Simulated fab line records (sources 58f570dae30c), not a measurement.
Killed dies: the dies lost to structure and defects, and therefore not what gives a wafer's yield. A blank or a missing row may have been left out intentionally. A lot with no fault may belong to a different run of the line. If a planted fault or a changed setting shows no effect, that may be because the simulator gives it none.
fab line records | flow berkeley-cmos170
[record] lots = 6 | wafers = 18 | last-day = 13
route steps=331 shown NWELL@16 M3@331
lots untouched by any fault: they come from a run of this same line in which no faults occurred
start-h: start of the lot's first displayed wafer, in hours after the record's first day | wait-h: hours since the lot's step before | " unchanged from the row above | L1.1+2: a row that stands for several wafers | - either no value or no given start | * or withheld: withheld | < > ~ a bound
route shown NAME@n: names a module that has steps shown in the file, with the first one's number in the route | usual: the fault-free wafers' mean and standard deviation | same: alike in all rows | chamber/n: place in a boat | sites: per-site readings | _std_site: standard deviation across them | _edge_site: the outer-site mean with the inner-site mean subtracted | radius-mm: for every site, how far away it sits from the centre of the wafer | mask NAME#n: copy n | behind: the most recent tool/chamber to have shaped the wafer | hold: why the lot went on hold/how many hours it stayed there/how the hold came to an end | device: transistor that didn't switch, given as n, p or np | end of line: the tests these same wafers got at the end of their route | where a step has no rows: the recipe by itself | killed: dies lost to structure and defects at the first sort, not the wafer's yield | map: dies across one wafer; x = killed, . = not, _ = none there
set.NAME: the setting the step ran with; set.NAME@STEP: the setting that earlier step ran with | model.NAME: the simulator's own value behind a step, which no gauge read
a table for each step, a row for each wafer; lots at some steps of the route
services: when a tool's chamber went out of use (start-h, in hours from the record's first day, below 0 if earlier), for how many hours, and the reason
[[steps]]
[step UCB170_NWELL_THK_MEAS_02]
[recipe] reads = SiO2_of_NWELL_OXIDATION_01
[usual] NWELL_OXIDE_THK = 26.2/0.45
lot.wafer | tool          | chamber | start-h | wait-h | NWELL_OXIDE_THK[nm]
L509.2    | film-metro-03 | -       | 54.17   | 0.0    | 26.1
L509.3    | "             | -       | "       | "      | 26.6
L509.4    | "             | -       | "       | "      | 26.4
L513.1    | film-metro-03 | -       | 72.78   | 0.0    | 25.9
L513.4    | "             | -       | "       | "      | 25.6
L513.5    | "             | -       | "       | "      | 26.4
L518.1    | film-metro-03 | -       | 104.27  | 0.0    | 26.5
L518.2    | "             | -       | "       | "      | 26.4
L518.5    | "             | -       | "       | "      | 26.0
L523.2    | film-metro-04 | -       | 121.04  | 0.0    | 25.2
L523.3    | "             | -       | "       | "      | 25.6
L523.4    | "             | -       | "       | "      | 25.1
L525.1    | film-metro-02 | -       | 131.75  | 0.0    | 25.3
L525.2    | "             | -       | "       | "      | 25.3
L525.5    | "             | -       | "       | "      | 25.7
L526.3    | film-metro-03 | -       | 139.44  | 0.0    | 26.6
L526.5    | "             | -       | "       | "      | 26.3
L526.6    | "             | -       | "       | "      | 26.3
[step UCB170_NWELL_ANNEAL_03]
[recipe] temp-c = 1000 | time-s = 900 | ambient = N2
[step UCB170_NWELL_CVD_04]
[recipe] material = Si3N4 | target-thk-nm = 224 | temp-c = 800 | precursor = SiH2Cl2/NH3 | time-s = 3360 | pressure-mtorr = 200 | sih2cl2-flow-sccm = 25 | nh3-flow-sccm = 75
[step UCB170_NWELL_THK_MEAS_05]
[recipe] reads = Si3N4_of_NWELL_CVD_04
[usual] NWELL_NITRIDE_THK = 223.8/1.9
lot.wafer | tool          | chamber | start-h | wait-h | NWELL_NITRIDE_THK[nm]
L509.2    | film-metro-03 | -       | 60.67   | 0.0    | 224.2
L509.3    | "             | -       | "       | "      | 225.1
L509.4    | "             | -       | "       | "      | 224.7
L513.1    | film-metro-03 | -       | 76.56   | 0.0    | 223.8
L513.4    | "             | -       | "       | "      | 223.0
L513.5    | "             | -       | "       | "      | 223.3
L518.1    | film-metro-02 | -       | 112.36  | 0.0    | 223.2
L518.2    | "             | -       | "       | "      | 222.6
L518.5    | "             | -       | "       | "      | 222.3
L523.2    | film-metro-02 | -       | 128.58  | 0.0    | 226.6
L523.3    | "             | -       | "       | "      | 228.3
L523.4    | "             | -       | "       | "      | 227.3
L525.1    | film-metro-02 | -       | 139.72  | 0.0    | 222.6
L525.2    | "             | -       | "       | "      | 223.0
L525.5    | "             | -       | "       | "      | 224.5
L526.3    | film-metro-02 | -       | 146.80  | 0.0    | 224.1
L526.5    | "             | -       | "       | "      | 224.8
L526.6    | "             | -       | "       | "      | 226.1
[step UCB170_NWELL_HMDS_06]
[recipe] prime-time-s = 60 | prime-temp-c = 100
[step UCB170_NWELL_COAT_07]
[recipe] resist = KrF | spin-rpm = 1500 | resist-thk-nm = 900
[step UCB170_NWELL_SOFTBAKE_08]
[recipe] resist = KrF | temp-c = 130 | time-s = 60
[step UCB170_NWELL_EXPOSE_09]
[recipe] mask-id = NWELL | target-cd-nm = 3000 | na = 0.5 | sigma-outer = 0.6 | source-shape = conventional | dose-mj = 25
[step UCB170_NWELL_PEB_10]
[recipe] peb-temp-c = 130 | peb-time-s = withheld | resist = KrF
[step UCB170_NWELL_DEVELOP_11]
[recipe] developer = TMAH | develop-time-s = 45 | resist = KrF | dev-temp-c = 21
[step UCB170_NWELL_OVL_MEAS_12]
[usual] NWELL_OVL = 4/6.1
lot.wafer | tool       | chamber | start-h | wait-h | NWELL_OVL[nm]
L509.2    | overlay-02 | -       | 62.09   | -      | 7
L509.3    | "          | -       | "       | "      | 15
L509.4    | "          | -       | "       | "      | 7
L513.1    | overlay-01 | -       | 77.89   | -      | 9
L513.4    | "          | -       | "       | "      | 9
L513.5    | "          | -       | "       | "      | 12
L518.1    | overlay-01 | -       | 113.50  | -      | 0
L518.2    | "          | -       | "       | "      | 5
L518.5    | "          | -       | "       | "      | -6
L523.2    | overlay-01 | -       | 131.42  | -      | 2
L523.3    | "          | -       | "       | "      | 13
L523.4    | "          | -       | "       | "      | -5
L525.1    | overlay-01 | -       | 141.05  | -      | 10
L525.2    | "          | -       | "       | "      | 5
L525.5    | "          | -       | "       | "      | 5
L526.3    | overlay-01 | -       | 147.96  | -      | 11
L526.5    | "          | -       | "       | "      | 9
L526.6    | "          | -       | "       | "      | 4
[step UCB170_NWELL_ETCH_13]
[recipe] chemistry = CH3F/Ar/O2 | target = Si3N4 | stop-on = SiO2 | CH3F_flow_sccm = 20 | Ar_flow_sccm = 50 | O2_flow_sccm = 7 | pressure-mtorr = 50 | rf-w = 450 | target-depth-a = 2464 | over-etch-frac = 0.1 | time-s = 154
[usual] drypump-motor-current-A = 5.3/0.4 | oes-product-au = 0.940/0.013 | throttle-valve-pct = 8.05/0.17
lot.wafer | tool        | chamber | start-h | wait-h | drypump-motor-current-A | oes-product-au | rf-hours-counter-h | throttle-valve-pct
L509.2    | rie-diel-03 | 1       | 62.12   | 0.0    | 6.0                     | 0.952          | 167                | 7.88
L509.3    | "           | 2       | "       | "      | 5.0                     | 0.934          | 102                | 7.80
L509.4    | "           | 3       | "       | "      | 6.2                     | 0.942          | 39                 | 7.96
L513.1    | rie-diel-03 | 2       | 77.93   | 0.0    | 5.0                     | 0.930          | 103                | 7.81
L513.4    | "           | 0       | "       | "      | 5.3                     | 0.956          | -                  | 8.10
L513.5    | "           | 3       | "       | "      | 6.2                     | 0.948          | -                  | 7.96
L518.1    | rie-diel-02 | 1       | 113.54  | 0.0    | 5.4                     | 0.912          | 112                | 8.25
L518.2    | "           | 3       | "       | "      | 5.0                     | 0.939          | 89                 | 7.97
L518.5    | "           | 3       | "       | "      | 5.0                     | 0.931          | -                  | 7.97
L523.2    | rie-diel-01 | 2       | 131.45  | 0.0    | 4.8                     | 0.937          | 3                  | 8.16
L523.3    | "           | 1       | "       | "      | 5.4                     | 0.935          | 121                | 8.34
L523.4    | "           | 0       | "       | "      | 5.3                     | 0.943          | 124                | 8.15
L525.1    | rie-diel-01 | 2       | 141.09  | 0.0    | 4.9                     | 0.929          | 3                  | 8.13
L525.2    | "           | 3       | "       | "      | 5.3                     | 0.954          | 128                | 8.12
L525.5    | "           | 2       | "       | "      | 4.9                     | 0.931          | -                  | 8.17
L526.3    | rie-diel-03 | 0       | 147.99  | 0.0    | 5.3                     | 0.951          | 120                | 8.08
L526.5    | "           | 1       | "       | "      | 5.9                     | 0.926          | -                  | 7.91
L526.6    | "           | 2       | "       | "      | 5.0                     | 0.934          | -                  | 7.79
[step UCB170_NWELL_IMPLANT_14]
[recipe] species = P | dose-cm2 = 1e+13 | energy-kev = 150 | tilt-deg = 7
[usual] beam-on-s = 10.01/0.19 | dose-ions-cm2 = 1e+13/1.1e+10
lot.wafer | tool         | chamber | start-h | wait-h | beam-on-s | dose-ions-cm2
L509.2    | implanter-02 | 0       | 62.24   | 0.1    | 10.14     | 1.0403e+13
L509.3    | "            | 0       | "       | "      | 9.96      | 1.0378e+13
L509.4    | "            | 0       | "       | "      | 10.10     | 1.0381e+13
L513.1    | implanter-02 | 0       | 78.03   | 0.1    | 9.99      | 1.0401e+13
L513.4    | "            | 0       | "       | "      | 10.03     | 1.0389e+13
L513.5    | "            | 0       | "       | "      | 10.11     | 1.0408e+13
L518.1    | implanter-01 | 0       | 113.64  | 0.1    | 10.21     | 1e+13
L518.2    | "            | 0       | "       | "      | 10.02     | 9.997e+12
L518.5    | "            | 0       | "       | "      | 9.74      | 1.002e+13
L523.2    | implanter-04 | 0       | 131.58  | 0.1    | 9.99      | 9.985e+12
L523.3    | "            | 0       | "       | "      | 10.15     | 1.0005e+13
L523.4    | "            | 0       | "       | "      | 9.75      | 9.991e+12
L525.1    | implanter-04 | 0       | 141.19  | 0.1    | 9.89      | 9.994e+12
L525.2    | "            | 0       | "       | "      | 10.07     | 1.0025e+13
L525.5    | "            | 0       | "       | "      | 9.82      | 9.99e+12
L526.3    | implanter-02 | 0       | 148.14  | 0.1    | 10.18     | 1.0002e+13
L526.5    | "            | 0       | "       | "      | 9.98      | 1.0013e+13
L526.6    | "            | 0       | "       | "      | 10.08     | 1.0006e+13
[step UCB170_NWELL_STRIP_15]
[recipe] chemistry = O2 | power-w = 400 | pressure-mtorr = 3500 | platen-temp-c = withheld | o2-flow-sccm = 400 | overash-fraction = 0.5
[usual] drypump-motor-current-A = 5.6/0.4 | oes-product-au = 0.721/0.0041 | strip-time-to-endpoint-s = 18.03/0.091
[same] overash-fraction = 0.5
lot.wafer | tool            | chamber | start-h | wait-h | drypump-motor-current-A | oes-product-au | rf-hours-counter-h | strip-time-to-endpoint-s
L509.2    | plasma-asher-03 | 1       | 62.37   | 0.1    | 6.1                     | 0.716          | 32                 | 18.15
L509.3    | "               | 0       | "       | "      | 5.5                     | 0.715          | -                  | 18.07
L509.4    | "               | 1       | "       | "      | 6.1                     | 0.712          | -                  | 18.11
L513.1    | plasma-asher-04 | 0       | 78.18   | 0.1    | 6.0                     | 0.721          | 35                 | 17.89
L513.4    | "               | 1       | "       | "      | 5.1                     | 0.726          | -                  | 18.01
L513.5    | "               | 0       | "       | "      | 6.0                     | 0.716          | -                  | 18.00
L518.1    | plasma-asher-03 | 0       | 113.79  | 0.1    | 5.4                     | 0.726          | 37                 | 17.89
L518.2    | "               | 1       | "       | "      | 6.1                     | 0.722          | 37                 | 17.92
L518.5    | "               | 1       | "       | "      | 6.1                     | 0.717          | -                  | 17.93
L523.2    | plasma-asher-01 | 1       | 131.70  | 0.1    | 5.0                     | 0.724          | 2                  | 17.92
L523.3    | "               | 1       | "       | "      | 5.0                     | 0.724          | -                  | 17.98
L523.4    | "               | 0       | "       | "      | 5.7                     | 0.723          | -                  | 17.90
L525.1    | plasma-asher-03 | 1       | 141.34  | 0.1    | 6.1                     | 0.720          | 41                 | 17.92
L525.2    | "               | 0       | "       | "      | 5.4                     | 0.728          | 41                 | 17.88
L525.5    | "               | 1       | "       | "      | 6.1                     | 0.719          | -                  | 17.87
L526.3    | plasma-asher-03 | 0       | 148.27  | 0.1    | 5.5                     | 0.718          | -                  | 18.07
L526.5    | "               | 0       | "       | "      | 5.5                     | 0.717          | -                  | 18.18
L526.6    | "               | 1       | "       | "      | 6.1                     | 0.718          | -                  | 17.97
[step UCB170_M3_PROBE_99]
lot.wafer | tool      | chamber | start-h | wait-h | model.etest.nwell-pinched.rs-ohm-sq | model.etest.nwell.rs-ohm-sq | model.etest.nwell.width-nm | model.etest.nwell.line-ohm-um | model.etest.vpnp.gain | model.etest.diode-pplus-nwell.bv-v | model.etest.diode-pplus-comb.cj-ff-um2 | model.etest.diode-pplus-nwell.cj-ff-um2
L509.2    | prober-01 | -       | 210.48  | 0.1    | 1233                                | 830.1                       | 2378                       | 351.3                         | 10.85                 | 10.49                              | 1.116                                  | 0.7129
L509.3    | prober-01 | -       | 210.53  | 0.2    | 1241                                | 844.2                       | 2373                       | 353.2                         | 10.76                 | 10.45                              | 1.119                                  | 0.7193
L509.4    | prober-01 | -       | 210.58  | 0.2    | 1240                                | 842.8                       | 2390                       | 351.9                         | 10.84                 | 10.41                              | 1.116                                  | 0.716
L513.1    | prober-01 | -       | 232.68  | 0.1    | 1246                                | 841.3                       | 2383                       | 348.1                         | 11.02                 | 10.47                              | 1.12                                   | 0.7174
L513.4    | prober-01 | -       | 232.83  | 0.2    | 1255                                | 840.4                       | 2383                       | 353.4                         | 10.94                 | 10.56                              | 1.116                                  | 0.714
L513.5    | prober-01 | -       | 232.88  | 0.2    | 1244                                | 836.7                       | 2377                       | 350.3                         | 10.97                 | 10.48                              | 1.117                                  | 0.7169
L518.1    | prober-02 | -       | 264.53  | 0.1    | 1297                                | 866.5                       | 2365                       | 366.4                         | 11.5                  | 10.79                              | 1.108                                  | 0.7071
L518.2    | prober-02 | -       | 264.58  | 0.1    | 1287                                | 865.6                       | 2364                       | 366.3                         | 11.55                 | 10.75                              | 1.11                                   | 0.7045
L518.5    | prober-02 | -       | 264.73  | 0.2    | 1301                                | 865.6                       | 2352                       | 370                           | 11.47                 | 10.77                              | 1.1                                    | 0.7052
L523.2    | prober-01 | -       | 290.37  | 0.1    | 1274                                | 865.7                       | 2383                       | 362.7                         | 11.34                 | 10.62                              | 1.105                                  | 0.7086
L523.3    | prober-01 | -       | 290.42  | 0.2    | 1279                                | 860.7                       | 2374                       | 354.2                         | 11.25                 | 10.74                              | 1.104                                  | 0.7093
L523.4    | prober-01 | -       | 290.47  | 0.2    | 1272                                | 854.4                       | 2375                       | 365.3                         | 11.15                 | 10.91                              | 1.103                                  | 0.7077
L525.1    | prober-01 | -       | 297.64  | 0.1    | 1294                                | 871.6                       | 2360                       | 365.4                         | 11.13                 | 10.78                              | 1.099                                  | 0.7048
L525.2    | prober-01 | -       | 297.69  | 0.1    | 1284                                | 863.1                       | 2368                       | 368                           | 11.21                 | 10.65                              | 1.096                                  | 0.712
L525.5    | prober-01 | -       | 297.84  | 0.2    | 1285                                | 865.4                       | 2367                       | 365.1                         | 11.38                 | 10.79                              | 1.096                                  | 0.7065
L526.3    | prober-01 | -       | 302.61  | 0.2    | 1302                                | 857.7                       | 2360                       | 369.4                         | 11.85                 | 10.8                               | 1.105                                  | 0.7011
L526.5    | prober-01 | -       | 302.71  | 0.2    | 1302                                | 869.8                       | 2370                       | 365.9                         | 11.73                 | 10.69                              | 1.099                                  | 0.7029
L526.6    | prober-01 | -       | 302.76  | 0.2    | 1305                                | 868.1                       | 2368                       | 363.1                         | 11.64                 | 10.86                              | 1.106                                  | 0.7043
// killed by level:class
L509.2 ACTIVE:geometric-particle:short=1
L509.3 SACOX:geometric-particle:short=2 WELLDRIVE:geometric-particle:open=1 GATE:geometric-particle:open=1
L509.4 SPACER:geometric-particle:open=1
L518.1 WELLDRIVE:geometric-particle:short=1 SCREENOX:geometric-particle:open=1 GATE:geometric-particle:short=1 M1:geometric-particle:open=1
L518.5 GATE:geometric-particle:short=3 WELLDRIVE:geometric-particle:short=1 SILICIDE:geometric-particle:open=1 V1:geometric-particle:open=1 V1:geometric-particle:short=1
L523.2 FIELD:geometric-particle:open=1 GATE:geometric-particle:open=1 M2:geometric-particle:short=1 M3:geometric-particle:short=1
L523.3 SACOX:geometric-particle:short=1 SPACER:geometric-particle:short=1 M2:geometric-particle:open=1 M2:geometric-particle:short=1
L523.4 SACOX:geometric-particle:short=1 GATE:geometric-particle:short=1 GATE:geometric-particle:open=1 SPACER:geometric-particle:open=1 M2:geometric-particle:short=1 V2:geometric-particle:short=1
L525.1 GATE:geometric-particle:open=1
L525.2 SILICIDE:geometric-particle:open=1 V1:geometric-particle:short=1
L525.5 SCREENOX:geometric-particle:open=1 GATE:geometric-particle:open=1 M3:geometric-particle:short=1
L526.3 WELLDRIVE:geometric-particle:open=1 SPACER:geometric-particle:open=1 SPACER:geometric-particle:short=1 M2:geometric-particle:short=1
L526.5 M3:geometric-particle:short=1
L526.6 SACOX:geometric-particle:open=1 SACOX:geometric-particle:short=1 GATE:geometric-particle:open=1 SPACER:geometric-particle:open=1
[[services]]
tool            | chamber | start-h | hours | kind
implanter-02    | -       | 38.79   | 6.9   | pm
plasma-asher-03 | -       | 53.44   | 3.5   | repair
rie-diel-03     | 1       | 77.13   | -     | clean
rie-diel-03     | 1       | 77.13   | 24.9  | scheduled-down
rie-diel-03     | 1       | 77.13   | 24.9  | vent-cycle
rie-diel-01     | 1       | 87.42   | 8.6   | repair
implanter-02    | -       | 88.80   | 2.2   | repair
implanter-04    | -       | 89.63   | 1.3   | repair
implanter-04    | -       | 96.28   | 6.4   | pm
plasma-asher-03 | -       | 104.32  | 2.4   | repair
rie-diel-02     | 0       | 106.96  | 6.8   | repair
plasma-asher-01 | -       | 108.75  | 9.0   | pm
plasma-asher-01 | 0       | 108.75  | 9.0   | vent-cycle
plasma-asher-01 | 1       | 108.75  | 9.0   | vent-cycle
plasma-asher-01 | 0       | 117.75  | -     | clean
plasma-asher-01 | 1       | 117.75  | -     | clean
rie-diel-03     | -       | 128.10  | 0.1   | repair
rie-diel-01     | 3       | 145.08  | 2.5   | repair
[[key]]
[first-sign] step = UCB170_NWELL_IMPLANT_14 | reading = dose-ions-cm2 | direction = up | sigmas = 35 | usual = 1e+13 | struck = 1.0393e+13
effect none on later readings
[model-effect] step = UCB170_M3_PROBE_99 | value = etest.nwell-pinched.rs-ohm-sq | without = 1288 | struck = 1243
met-at UCB170_NWELL_IMPLANT_14
struck-wafers L509.2,L509.3,L509.4,L513.1,L513.4,L513.5
sort-left-out L513.1,L513.4,L513.5
tester-left-out L509,L513
[fault] kind = process-parameter-drift | tool = implanter-02 | chamber = - | onset-h = 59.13 | steps = UCB170_NWELL_IMPLANT_14 | channel = dose-cm2 | offset = 4e+11 | shape = step | end-h = 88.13 | acts-in = these-recipes-only | stated = 1e+13
// tester-left-out: of these lots the tester's yield and bins aren't shown, on N5 and GAA mostly nor the transistor test; their killed dies are dies lost to structure and defects alone, not to doping, threshold or leakage, so they don't give the yield
// sort-left-out: the simulated sort isn't trusted on such a fault, so these wafers' sort isn't shown, and their yield isn't known
